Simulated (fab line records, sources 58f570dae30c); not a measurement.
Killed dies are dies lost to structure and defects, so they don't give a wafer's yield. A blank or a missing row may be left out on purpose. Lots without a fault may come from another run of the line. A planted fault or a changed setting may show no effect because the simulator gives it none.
fab line records | flow berkeley_cmos170
record lots=7 wafers=21 last_day=11
route steps=331 shown PFIELD@88 FIELD@89 SACOX@97 SCREENOX@100
lots that met no fault: from a run of the same line without faults
start_h: hours from the record's first day to the start of the lot's first wafer shown | wait_h: hours since the lot's step before | " the same as in the row above | L1.1+2: a row that stands for several wafers | - no value, or no start given | * or withheld: withheld | < > ~ a bound
route shown NAME@n: a module of which the file shows steps, and the number in the route of the first | usual: mean/standard deviation of fault-free wafers | same: alike in all rows | chamber/n: place in a boat | sites: the reading at each site | _std_site: their standard deviation | _edge_site: outer sites' mean less inner sites' | radius_mm: how far each site lies from the wafer's centre | mask NAME#n: copy n | behind: the tool/chamber that last shaped the wafer | hold: why the lot was held/for how many hours/how that ended | device: the transistor (n, p or np) that didn't switch | end of line: the same wafers' tests at the end of the route | a step without rows: its recipe alone | killed: dies lost to structure and defects at the first sort, not the wafer's yield | map: a wafer's dies, x killed, . not, _ none there
set.NAME: the setting as run; set.NAME@STEP: as run at that earlier step | model.NAME: the simulator's own value behind a step, which no gauge read
lots at some steps of the route; a table a step, a row a wafer
## steps
# step UCB170_PFIELD_TW_MEAS_09
# usual PFIELD_TW=601/9
# columns lot.wafer tool chamber start_h wait_h PFIELD_TW
L994.1 film_metro-01 - 97.23 0.1 586
L994.2 " - " " 589
L994.6 " - " " 588
L997.3 film_metro-04 - 102.89 0.1 604
L997.5 " - " " 603
L997.6 " - " " 603
L999.1 film_metro-03 - 112.60 0.1 614
L999.3 " - " " 611
L999.6 " - " " 612
L100.1 film_metro-04 - 112.86 0.1 601
L100.4 " - " " 603
L100.5 " - " " 602
L101.2 film_metro-04 - 124.43 0.1 601
L101.5 " - " " 600
L101.6 " - " " 599
L104.1 film_metro-01 - 131.71 0.1 593
L104.2 " - " " 591
L104.4 " - " " 589
L113.1 film_metro-04 - 182.30 0.1 604
L113.3 " - " " 603
L113.5 " - " " 602
# step UCB170_FIELD_CLEAN_00
# recipe chemistry=dHF dilution=25:1 time_s=7.5
# step UCB170_FIELD_OXIDATION_01
# recipe temp_c=1000 ambient=H2O p_h2o_torr=584.62 target_thk_a=5583 ox_time_s=7200
# step UCB170_FIELD_THK_MEAS_02
# recipe reads=SiO2_of_FIELD_OXIDATION_01
# usual FIELD_OXIDE_THK=563/11
# columns lot.wafer tool chamber start_h wait_h FIELD_OXIDE_THK[nm]
L994.1 film_metro-04 - 102.65 0.0 570
L994.2 " - " " 568
L994.6 " - " " 560
L997.3 film_metro-01 - 108.51 0.0 544
L997.5 " - " " 544
L997.6 " - " " 546
L999.1 film_metro-01 - 117.51 0.0 549
L999.3 " - " " 547
L999.6 " - " " 550
L100.1 film_metro-02 - 117.51 0.0 552
L100.4 " - " " 547
L100.5 " - " " 552
L101.2 film_metro-04 - 129.25 0.0 567
L101.5 " - " " 565
L101.6 " - " " 569
L104.1 film_metro-02 - 137.50 0.0 583
L104.2 " - " " 573
L104.4 " - " " 591
L113.1 film_metro-01 - 186.92 0.0 570
L113.3 " - " " 573
L113.5 " - " " 571
# step UCB170_FIELD_ANNEAL_03
# recipe temp_c=1000 time_s=1200 ambient=N2
# step UCB170_FIELD_WET_ETCH_04
# recipe chemistry=dHF dilution=10:1 target=SiO2 temp_c=25 time_s=60
# step UCB170_FIELD_WET_ETCH_05
# recipe chemistry=H3PO4 target=Si3N4 temp_c=160 time_s=12600
# step UCB170_FIELD_WET_ETCH_06
# recipe chemistry=BOE dilution=5:1 target=SiO2 temp_c=25 time_s=22
# step UCB170_FIELD_THK_MEAS_90
# recipe reads=SiO2_of_FIELD_OXIDATION_01
# usual FIELD_OXIDE_LEFT_1_THK=446/11
# columns lot.wafer tool chamber start_h wait_h FIELD_OXIDE_LEFT_1_THK[nm]
L994.1 film_metro-04 - 110.47 0.0 453
L994.2 " - " " 451
L994.6 " - " " 443
L997.3 film_metro-04 - 114.70 0.0 427
L997.5 " - " " 426
L997.6 " - " " 429
L999.1 film_metro-02 - 124.69 0.0 430
L999.3 " - " " 429
L999.6 " - " " 431
L100.1 film_metro-04 - 124.69 0.0 434
L100.4 " - " " 430
L100.5 " - " " 434
L101.2 film_metro-01 - 137.84 0.1 450
L101.5 " - " " 448
L101.6 " - " " 453
L104.1 film_metro-02 - 144.59 0.0 466
L104.2 " - " " 456
L104.4 " - " " 473
L113.1 film_metro-01 - 194.83 0.0 454
L113.3 " - " " 456
L113.5 " - " " 455
# step UCB170_SACOX_CLEAN_00
# recipe chemistry=dHF dilution=25:1 time_s=7.5
# step UCB170_SACOX_OXIDATION_01
# recipe temp_c=900 ambient=O2 target_thk_a=144 ox_time_s=2400
# step UCB170_SACOX_THK_MEAS_02
# recipe reads=SiO2_of_SACOX_OXIDATION_01
# usual SACOX_OXIDE_THK=14.5/0.32
# columns lot.wafer tool chamber start_h wait_h SACOX_OXIDE_THK[nm]
L994.1 film_metro-01 - 114.07 0.0 14.5
L994.2 " - " " 14.7
L994.6 " - " " 14.6
L997.3 film_metro-02 - 118.07 0.1 14.5
L997.5 " - " " 14.6
L997.6 " - " " 14.6
L999.1 film_metro-03 - 126.44 0.0 14.4
L999.3 " - " " 14.3
L999.6 " - " " 14.4
L100.1 film_metro-01 - 126.44 0.0 14.8
L100.4 " - " " 14.7
L100.5 " - " " 14.6
L101.2 film_metro-01 - 142.32 0.0 14.3
L101.5 " - " " 14.2
L101.6 " - " " 14.5
L104.1 film_metro-02 - 148.17 0.0 14.6
L104.2 " - " " 14.4
L104.4 " - " " 14.4
L113.1 film_metro-01 - 201.67 0.0 14.3
L113.3 " - " " 14.5
L113.5 " - " " 14.5
# step UCB170_SCREENOX_WET_ETCH_00
# recipe chemistry=dHF dilution=25:1 target=SiO2 temp_c=25 time_s=200
# usual bath_heat_duty_pct=6.6/0.91 run_length_s=229/3.5
# columns lot.wafer tool chamber start_h wait_h bath_heat_duty_pct run_length_s model.SiO2_of_SACOX_OXIDATION_01.thk_nm
L994.1 wet_bench-01 2 114.32 0.2 6.9 232 0
L994.2 " 2 " " 5.4 232 0
L994.6 " 2 " " 6.4 232 0
L997.3 wet_bench-03 2 118.12 0.0 6.8 227 0
L997.5 " 2 " " 5.5 227 0
L997.6 " 2 " " 5.6 227 0
L999.1 wet_bench-03 0 126.50 0.1 - - 14.35
L999.3 " 0 " " - - 14.31
L999.6 " 0 " " - - 14.42
L100.1 wet_bench-03 1 126.50 0.1 - - 14.81
L100.4 " 1 " " - - 14.68
L100.5 " 1 " " - - 14.54
L101.2 wet_bench-01 2 142.78 0.5 - - 14.27
L101.5 " 2 " " - - 14.2
L101.6 " 2 " " - - 14.46
L104.1 wet_bench-04 3 148.30 0.1 7.3 233 0
L104.2 " 3 " " 7.7 233 0
L104.4 " 3 " " 8.0 233 0
L113.1 wet_bench-01 2 201.73 0.1 5.8 223 0
L113.3 " 2 " " 5.7 223 0
L113.5 " 2 " " 6.0 223 0
# step UCB170_SCREENOX_OXIDATION_01
# recipe temp_c=900 ambient=O2 target_thk_a=144 ox_time_s=2400
## key
first_sign step=UCB170_SCREENOX_WET_ETCH_00 reading=tool_record direction=missing
effect none on later readings
model_effect step=UCB170_SCREENOX_WET_ETCH_00 value=SiO2_of_SACOX_OXIDATION_01.thk_nm without=0 struck=14.45
met_at UCB170_SCREENOX_WET_ETCH_00
struck_wafers L999.1,L999.3,L999.6,L100.1,L100.4,L100.5,L101.2,L101.5,L101.6
later_rows_left_out L999.1,L999.3,L999.6,L100.1,L100.4,L100.5,L101.2,L101.5,L101.6
sort_left_out L999.1,L999.3,L999.6,L100.1,L100.4,L100.5,L101.2,L101.5,L101.6
tester_left_out L999,L100,L101
onset_between 118.12 126.50
fault kind=skipped_step_whole tool=wet_bench-01,wet_bench-03 chamber=- onset_h=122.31 steps=UCB170_SCREENOX_WET_ETCH_00 scope=struck_lots_only
# tester_left_out: of these lots the tester's yield and bins aren't shown, on N5 and GAA mostly nor the transistor test; their killed dies are dies lost to structure and defects alone, not to doping, threshold or leakage, so they don't give the yield
# sort_left_out: the simulated sort isn't trusted on such a fault, so these wafers' sort isn't shown, and their yield isn't known
# later_rows_left_out: the simulator's readings of these wafers behind a module that went badly wrong aren't trusted and aren't shown, but for the sort
